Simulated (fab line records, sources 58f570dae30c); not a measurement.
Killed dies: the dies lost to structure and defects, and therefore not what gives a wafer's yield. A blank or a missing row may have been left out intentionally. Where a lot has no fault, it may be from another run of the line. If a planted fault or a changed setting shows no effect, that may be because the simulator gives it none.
2 desks, one fault -- flow berkeleyCmos170 -- every desk sees just its own numbers, and what lay behind them comes last

## DESK OF THE TOOL OWNER: pecvd-04
The tool's own readings at UCB170_SPACER_CVD_00 (deposits SiO2 from TEOS/O2, target thk 376 nm, time 47 s): means of the sampled wafers that have a number, for each lot that ran on this tool. If a lot's mean is further than 4 standard deviations from the usual mean, the lot is out of limits and carries the mark OUT (the distance appears in the brackets).
Columns: A = heaterPowerW at UCB170_SPACER_CVD_00, usual 255 W
lot,first seen here,A
L446,day 7 16:33,244
L450,day 8 12:50,251
L453,day 9 06:52,262
L456,day 10 05:11,224
L454,day 10 05:49,258
L460,day 10 19:37,257
Finding of this desk: none of the 6 lots has anything out of limits.

## THE METROLOGY DESK
What the gauges read for every lot (on any tool): the sampled wafers with a number, averaged. If a lot's mean is further than 4 standard deviations from the usual mean, the lot is out of limits and carries the mark OUT (the distance appears in the brackets).
Columns: A = SPACER_TEOS_THK at UCB170_SPACER_THK_MEAS_01, usual 378 nm; B = cdNm at UCB170_V1_CD_MEAS_12, usual 699.4 nm; C = cdNm at UCB170_M3_CD_MEAS_90, usual 700.8 nm
lot,first seen here,A,B,C
L446,day 7 16:37,382,700.0,697.8
L444,day 7 16:48,378,700.1,703.2
L448,day 8 00:35,376,698.7,700.6
L450,day 8 12:53,383,698.6,699.1
L452,day 9 06:44,382,702.1,703.3
L453,day 9 06:55,378,699.2,700.7
L456,day 10 05:14,369,701.3,698.8
L455,day 10 05:15,380,699.0,703.7
L454,day 10 05:52,518 (+29) OUT,-,-
L459,day 10 08:20,379,701.1,703.3
L462,day 10 19:15,371,701.1,699.8
L460,day 10 19:41,525 (+31) OUT,-,-
L466,day 12 00:26,378,696.6,700.1
L465,day 12 00:35,371,698.7,704.8
Finding of this desk: L454, L460 out of limits, first seen on L454 at day 10 05:52 (SPACER_TEOS_THK at UCB170_SPACER_THK_MEAS_01). L446, L444, L448, L450, L452, L453, L456, L455, L459, L462, L466, L465 stayed within limits.

## TAKEN TOGETHER
At day 10 05:52 the metrology desk could have sounded an alarm, on L454, L460.
The desk of the tool owner found nothing out of limits.
The tool owner's desk has L454, L460 on record, within its limits.
Of the lots named, all ran UCB170_SPACER_CVD_00 on pecvd-04.

## WHAT THE SIMULATOR PUT IN
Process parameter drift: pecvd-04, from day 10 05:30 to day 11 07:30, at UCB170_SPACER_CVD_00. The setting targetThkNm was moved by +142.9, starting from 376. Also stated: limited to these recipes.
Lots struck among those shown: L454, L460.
Per desk, hours elapsed from the start of the fault to the first reading out of limits: for the metrology desk, 0.
